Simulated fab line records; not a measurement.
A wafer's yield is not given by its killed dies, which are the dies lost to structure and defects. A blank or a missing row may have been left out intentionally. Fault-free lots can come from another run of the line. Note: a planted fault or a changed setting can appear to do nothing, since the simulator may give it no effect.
A single fault, viewed from 2 desks | flow berkeleyCmos170 | numbers are kept per desk, each desk with only its own; the story behind them comes last

== METROLOGY DESK ==
Lot by lot, what the gauges showed, no matter which tool ran the lot: averages of those sampled wafers that carry a number. The brackets show how far a lot's mean lies from the usual mean; more than 4 standard deviations puts the lot out of limits, marked OUT.
Columns: A = M1_AL_RS at UCB170_M1_RS_MEAS_01, usual 0.0487 ohm/sq; B = M1_AL_THK at UCB170_M1_THK_MEAS_02, usual 602 nm
lot  | first seen here | A                | B
L699 | day 6 20:07     | 0.0490           | 598
L698 | day 6 20:18     | 0.0488           | 599
L701 | day 7 15:17     | 0.0491           | 604
L700 | day 7 15:34     | 0.0487           | 599
L703 | day 8 02:01     | 0.0484           | 604
L704 | day 8 13:28     | 0.0488           | 600
L705 | day 8 13:46     | 0.0486           | 603
L707 | day 9 03:35     | 0.0481           | 611
L706 | day 9 03:52     | 0.0348 (-24) OUT | 838 (+28) OUT
L710 | day 9 20:07     | 0.0347 (-24) OUT | 844 (+29) OUT
L715 | day 10 12:48    | 0.0494           | 591
L716 | day 11 03:45    | 0.0492           | 596
L718 | day 11 10:00    | 0.0486           | 602
L721 | day 11 16:17    | 0.0482           | 606
This desk reports L706, L710 out of limits; the earliest was L706 at day 9 03:52 (M1_AL_RS at UCB170_M1_RS_MEAS_01). L699, L698, L701, L700, L703, L704, L705, L707, L715, L716, L718, L721: within limits.

== AT THE TOOL OWNER'S DESK: pvdSputter-01 ==
The tool's own readings at UCB170_M1_SPUTTER_00 (material Al, target thk 600 nm, time 80 s): means of the sampled wafers that have a number, for each lot that ran on this tool. The brackets show how far a lot's mean lies from the usual mean; more than 4 standard deviations puts the lot out of limits, marked OUT.
Columns: A = throttleValvePct at UCB170_M1_SPUTTER_00, usual 30.1 %
lot  | first seen here | A
L703 | day 8 01:57     | 29.9
L705 | day 8 13:43     | 30.6
L706 | day 9 03:47     | 30.5
L710 | day 9 20:02     | 30.8
This desk's verdict: no lot among the 4 shows anything out of limits.

== PUT TOGETHER ==
Metrology desk: alarm possible at day 9 03:52 on L706, L710.
The desk of the tool owner found nothing out of limits.
Tool owner's desk: L706, L710 on record, inside its limits.
UCB170_M1_SPUTTER_00 was run on pvdSputter-01 by each of the lots named.

== WHAT THE SIMULATOR PUT IN ==
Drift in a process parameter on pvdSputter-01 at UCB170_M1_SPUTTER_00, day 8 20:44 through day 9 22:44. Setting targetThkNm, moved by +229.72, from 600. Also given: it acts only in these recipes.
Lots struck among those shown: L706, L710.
Per desk, hours elapsed from the start of the fault to the first reading out of limits: for the metrology desk, 7.
